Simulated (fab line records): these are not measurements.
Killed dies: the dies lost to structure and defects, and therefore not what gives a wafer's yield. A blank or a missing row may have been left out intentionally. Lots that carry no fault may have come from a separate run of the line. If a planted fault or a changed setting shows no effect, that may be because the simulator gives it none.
Chamber matching + flow rit-cmos + RIT_ACTIVE_ETCH_13 on rie-diel-02 has 3 sister chambers
The step etches Si3N4 in SF6, stops on SiO2, time 210 s, target depth 210 nm. 14 wafers are shown with their chamber, then 6 later ones without.

== WAFERS, EACH WITH ITS CHAMBER ==
| wafer  | chamber | throttle-valve-pct (%) | oes-product-au (a.u.) | rf-fwd-power-W (W) |
|--------|---------|------------------------|-----------------------|--------------------|
| L718.1 | 0       | 7.32                   | 0.810                 | 125.3              |
| L718.3 | 3       | 7.59                   | 0.844                 | 124.8              |
| L718.5 | 3       | 7.57                   | 0.839                 | 124.3              |
| L721.1 | 1       | 7.51                   | 0.829                 | 125.1              |
| L721.4 | 3       | 7.58                   | 0.840                 | 124.7              |
| L721.6 | 0       | 7.32                   | 0.825                 | 124.8              |
| L724.1 | 3       | 7.57                   | 0.842                 | 124.0              |
| L724.3 | 1       | 7.49                   | 0.830                 | 124.3              |
| L724.5 | 3       | 7.56                   | 0.835                 | 124.2              |
| L725.2 | 3       | 7.55                   | 0.829                 | 124.2              |
| L725.5 | 0       | 7.32                   | 0.806                 | 124.1              |
| L725.6 | 1       | 7.50                   | 0.829                 | 124.2              |
| L732.3 | 3       | 7.58                   | 0.846                 | 124.2              |
| L732.4 | 1       | 7.49                   | 0.831                 | 124.8              |

SIGNATURES (averages over the wafers above)
| reading            | chamber 0 | chamber 1 | chamber 3 | scatter within a chamber |
|--------------------|-----------|-----------|-----------|--------------------------|
| throttle-valve-pct | 7.3200    | 7.4975    | 7.5714    | 0.0111                   |
| oes-product-au     | 0.81367   | 0.82975   | 0.83929   | 0.00605                  |
| rf-fwd-power-W     | 124.733   | 124.600   | 124.343   | 0.403                    |
Rule: a wafer's distance from a chamber is the root of the sum, over the readings, of the square of ((its reading less the chamber's mean) divided by the reading's scatter). The wafer belongs to the nearest chamber; if the next one is less than 2 further off, it can't be placed. How the scatter is found: for the shown wafers, subtract from each reading the mean of its chamber, square and add these, divide the total by (wafers less chambers), then take the root.

== WAFERS MISSING THEIR CHAMBER ==
| wafer  | throttle-valve-pct (%) | oes-product-au (a.u.) | rf-fwd-power-W (W) |
|--------|------------------------|-----------------------|--------------------|
| L732.6 | 7.32                   | 0.808                 | 124.8              |
| L736.1 | 7.50                   | 0.817                 | 124.3              |
| L736.2 | 7.59                   | 0.835                 | 124.8              |
| L738.2 | 7.33                   | 0.809                 | 124.9              |
| L738.3 | 7.58                   | 0.845                 | 124.1              |
| L738.5 | 7.35                   | 0.814                 | 124.9              |

== EACH ONE'S CHAMBER ==
| wafer  | from the rows above | in truth |
|--------|---------------------|----------|
| L732.6 | 0                   | 0        |
| L736.1 | 1                   | 1        |
| L736.2 | 3                   | 3        |
| L738.2 | 0                   | 0        |
| L738.3 | 3                   | 3        |
| L738.5 | 0                   | 0        |
6 of 6 placed correctly. Can't be placed from these rows: 0. Number placed wrongly: 0.
